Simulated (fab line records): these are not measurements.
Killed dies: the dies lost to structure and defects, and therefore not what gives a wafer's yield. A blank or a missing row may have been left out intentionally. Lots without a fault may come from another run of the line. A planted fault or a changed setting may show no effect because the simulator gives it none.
Code-filled problem report in 8D (eight disciplines) form    flow ritCmos    the parts of the form that need people (team, actions taken, sign-off) are left out

## 1. PROBLEM STATEMENT
Mean of runLengthS at RIT_CONTACT_SOFTBAKE_04: 79.89 s across 9 wafers in 3 lots; on wafers with no fault it is 89.30 s (standard deviation 0.2). Relative to the usual mean, that is a shift of -47 standard deviations.
The step: time 60 s.
Earliest sighting: wafer L318.3 on lithoTrack-02 at day 5 06:02. The record has a number at this step for 45 wafers belonging to 15 lots. Rule for "out", or "out of limits": more than 4 standard deviations from the usual mean. The rest of the wafers with a number are treated as sound.

## 2. WHAT THIS IS AND IS NOT
question                     is                             is not
which readings at this step  runLengthS, heaterPowerTotalW  -
which lots                   L318, L320, L325               L308, L311, L312, L313, L314, L315, L316, L317, L319, L321, L327, L331
which wafers of those lots   all that have a number         -
read on which tools          lithoTrack-02                  lithoTrack-01, lithoTrack-04
when                         from day 5 06:02               up to then (24 sound wafers); but 12 sound wafers of L319, L321, L327, L331 came after

## 3. SUSPECTS, AND WHAT RULES EACH OUT
Counting: a tool at a process step up to the reading stays a suspect if it ran every lot that is out and no sound lot after the first of them.
- lithoTrack-02 at RIT_CONTACT_SOFTBAKE_04 (time 60 s): kept. All lots that are out passed through it, beginning with L318 at day 5 06:02, and no sound lot followed; its final sound lot before that point was L317 at day 5 01:32. Its own readings are out on those wafers: heaterPowerTotalW, runLengthS.
Left after counting: lithoTrack-02 at RIT_CONTACT_SOFTBAKE_04.

## 4. THE CAUSE (what the simulator had put in)
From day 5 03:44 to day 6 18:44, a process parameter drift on lithoTrack-02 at RIT_CONTACT_SOFTBAKE_04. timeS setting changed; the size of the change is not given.
The count eliminated every tool but this one.

## 5. SEQUENCE OF EFFECTS, ordered by route
Each row: a reading whose mean over the struck wafers that have a number lies more than 3 standard deviations from the usual. Readings are gone through only where the record gives a usual standard deviation; hours: the median, over the lots, of the time from a lot's start at the first step in this table giving one to that lot's start at this step; sigmas: the change measured in usual standard deviations.
hours  step                     reading            usual    on struck wafers  change  sigmas
0      RIT_CONTACT_SOFTBAKE_04  heaterPowerTotalW  34.56 W  36.36             +1.80   +40
0      RIT_CONTACT_SOFTBAKE_04  runLengthS         89.30 s  79.89             -9.41   -47
Here are the process steps it includes:
- RIT_CONTACT_SOFTBAKE_04: time 60 s.

## 6. HOW IT WOULD HAVE BEEN CAUGHT EARLIER
In this record the first reading out of limits was taken at day 5 06:02, 2 hours after the fault began at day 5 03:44.
